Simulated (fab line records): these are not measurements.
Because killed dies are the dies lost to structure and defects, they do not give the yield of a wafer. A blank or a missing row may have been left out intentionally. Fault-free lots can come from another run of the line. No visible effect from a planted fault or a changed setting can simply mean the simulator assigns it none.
A struck lot beside a sound one / flow ritCmos / 16 out of 202 route steps
Sound: the wafers L776.1, L776.2, L776.6. Struck: wafers L782.3, L782.4, L782.6. At the end, the cause is stated.
For every step that has rows: the tool of each side, followed by ch and its chambers, followed by its first start. Under that, the readings that differ: sound wafers / struck wafers / difference of the means / sigmas: that difference in standard deviations of wafers without a fault.
alike: words and numbers the same on both sides, and readings whose means are apart by under 2 such deviations; not compared: readings that were withheld, readings missing a value for some wafer, numbers with overlapping values and no deviation given by the record, and bounds like >300 which may hide the same value.
A row with sigmas, a row that says differs or no value, or rows on one side alone: a step with any of these is where the two part. Numbers that don't overlap but have no deviation are shown without sigmas and don't part them. A reading that every wafer of one side lacks parts them only if that side has two wafers or more.

RIT_FOX2_THK_MEAS_01:
  sound: filmMetro-02 at day 4 11:02; struck: filmMetro-01 at day 5 13:52
reading=FOX2_OXIDE_THK (nm); sound=350 339 351; struck=333 330 324; difference=-18; sigmas=-3
then, 2 steps without rows for these wafers: RIT_FOX2_CLEAN_02 (cleans in dHF, time 180 s); RIT_FOX2_WET_ETCH_03 (etches Si3N4 in H3PO4, target depth 195 nm, time 2700 s).
RIT_FOX2_THK_MEAS_90:
  sound: filmMetro-03 at day 4 11:58; struck: filmMetro-02 at day 5 14:44
reading=FIELD_OXIDE_LEFT_1_THK (nm); sound=323 312 324; struck=306 304 297; difference=-17; sigmas=-3
then, 6 steps without rows for these wafers: RIT_NWELL_HMDS_00 (prime time 60 s); RIT_NWELL_COAT_01 (resist thk 1300 nm); RIT_NWELL_SOFTBAKE_02 (time 60 s); RIT_NWELL_EXPOSE_03 (exposes mask M2, target cd 43900 nm); RIT_NWELL_PEB_04; RIT_NWELL_DEVELOP_05 (develop time 68 s).
RIT_NWELL_OVL_MEAS_06:
  sound: overlay-02 at day 4 13:07; struck: overlay-01 at day 5 15:59
  alike: NWELL_OVL
then, 1 step without rows for these wafers: RIT_NWELL_HARDBAKE_07 (time 120 s).
RIT_NWELL_IMPLANT_08:
  sound on implanter-02 ch 0, day 4 13:24; struck on implanter-04 ch 0, day 5 16:30
reading=doseIonsCm2; sound=5.01e+13 5.006e+13 5.001e+13; struck=5e+12 4.96e+12 5e+12; difference=-5e+13; sigmas=-99 or more
reading=faradayCurrentUA; sound=159.1 154.9 161.1; struck=16.3 15.7 15.7; difference=-142.5; sigmas=-53
RIT_NWELL_STRIP_09: strips in O2, time 180 s.
  sound on plasmaAsher-01 ch 0,1, day 4 13:33; struck on plasmaAsher-03 ch 0,1, day 5 16:40
  alike: chamberPressureMTorr, drypumpMotorCurrentA, o2FlowSccm
  not compared: rfHoursCounterH
RIT_NWELL_TW_MEAS_10:
  sound: filmMetro-02 at day 4 13:43; struck: filmMetro-04 at day 5 17:01
reading=NWELL_TW; sound=2106 2107 2112; struck=1012 1000 1006; difference=-1102; sigmas=-92
  not compared: hold
RIT_M1_PROBE_99:
  sound wafers here have rows in the record (prober-01, day 6 17:40); struck ones have none

## WHERE THEY PART
Last at RIT_M1_PROBE_99 as far as this record goes, first at RIT_FOX2_THK_MEAS_01.

WHY: whatever the simulator had introduced
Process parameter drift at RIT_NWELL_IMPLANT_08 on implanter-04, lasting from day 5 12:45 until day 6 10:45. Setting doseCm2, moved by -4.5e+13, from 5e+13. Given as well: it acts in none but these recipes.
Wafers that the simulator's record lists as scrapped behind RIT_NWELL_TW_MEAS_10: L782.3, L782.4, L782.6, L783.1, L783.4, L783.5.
